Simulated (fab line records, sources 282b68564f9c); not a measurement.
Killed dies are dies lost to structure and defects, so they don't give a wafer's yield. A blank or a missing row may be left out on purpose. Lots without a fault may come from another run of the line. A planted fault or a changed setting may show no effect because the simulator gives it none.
A struck lot beside a sound one | flow rit_cmos | 18 steps out of a route of 202
Sound: wafers L932.1, L932.3, L932.4. Struck: wafers L940.2, L940.4, L940.6. The cause comes at the end.
At each step with rows: each side's tool, then ch and its chambers, then its first start. Under that, the readings that differ: sound wafers | struck wafers | difference of the means | sigmas: that difference in standard deviations of wafers without a fault.
alike: readings whose means differ by less than 2 such deviations, and words and numbers that are the same on both sides. not compared: withheld readings, readings that some wafer has no value for, bounds like >300 that may hide the same value, and numbers for which the record gives no deviation and whose values overlap.
The two part at a step that has a row with sigmas, a row that says differs or no value, or rows on one side only. Numbers that don't overlap but have no deviation are shown without sigmas and don't part them. A reading that every wafer of one side lacks parts them only if that side has two wafers or more.

first, 4 steps without rows for these wafers: RIT_NRETRO_SOFTBAKE_02 (time 60 s); RIT_NRETRO_EXPOSE_03 (exposes mask M4, target cd 43900 nm); RIT_NRETRO_PEB_04; RIT_NRETRO_DEVELOP_05 (develop time 68 s).
RIT_NRETRO_OVL_MEAS_06:
  sound on overlay-01, day 3 18:31; struck on overlay-02, day 5 07:22
  alike: NRETRO_OVL
then, 2 steps without rows for these wafers: RIT_NRETRO_HARDBAKE_07 (time 120 s); RIT_NRETRO_IMPLANT_08.
RIT_NRETRO_STRIP_09: strips in O2, time 180 s.
  sound on plasma_asher-01 ch 0,1, day 3 18:56; struck on plasma_asher-02 ch 0, day 5 07:48
  alike: drypump_motor_current_A, o2_flow_sccm
  not compared: rf_hours_counter_h
RIT_NRETRO_TW_MEAS_10:
  sound on film_metro-03, day 3 19:07; struck on film_metro-03, day 5 07:59
  alike: NRETRO_TW
then, 3 steps without rows for these wafers: RIT_PRETRO_HMDS_00 (prime time 60 s); RIT_PRETRO_COAT_01 (resist thk 1300 nm); RIT_PRETRO_SOFTBAKE_02 (time 60 s).
RIT_PRETRO_EXPOSE_03: exposes mask M5, target cd 43700 nm.
  sound on iline_stepper-02 ch 0, day 3 19:45; struck on iline_stepper-02 ch 0, day 5 08:38
  reading                        | sound                | struck               | difference | sigmas
  model.PRETRO.overlay_x_nm (nm) | 0.0128 0.0128 0.0128 | -150.5 -150.5 -150.5 | -150.5     |
  alike: mask
then, 2 steps without rows for these wafers: RIT_PRETRO_PEB_04; RIT_PRETRO_DEVELOP_05 (develop time 68 s).
RIT_PRETRO_OVL_MEAS_06:
  sound on overlay-01, day 3 20:11; struck on overlay-02, day 5 09:03
  reading         | sound         | struck               | difference | sigmas
  PRETRO_OVL (nm) | 1.4 -2.0 -0.1 | -150.6 -150.2 -151.3 | -150.5     | -99 or more
then, 1 step without rows for these wafers: RIT_PRETRO_HARDBAKE_07 (time 120 s).
RIT_M1_PROBE_99:
  sound on prober-01, day 5 05:24; struck on prober-01, day 6 13:31
  reading                                    | sound                | struck               | difference | sigmas
  model.etest.retro_edge_nmos.off_log10_a_um | -9.99 -9.995 -9.698  | -9.317 -9.24 -8.876  | +0.750     |
  model.etest.retro_edge_pmos.off_log10_a_um | -10.54 -10.22 -10.41 | -9.505 -9.552 -9.544 | +0.856     |
  alike: killed_at_contacts, killed_at_front_end, killed_dies, killed_open, killed_short

WHERE THEY PART
Only at RIT_PRETRO_OVL_MEAS_06, within this record. Later steps at which nothing parts them and some readings are alike: RIT_M1_PROBE_99.

WHY: what the simulator had put in
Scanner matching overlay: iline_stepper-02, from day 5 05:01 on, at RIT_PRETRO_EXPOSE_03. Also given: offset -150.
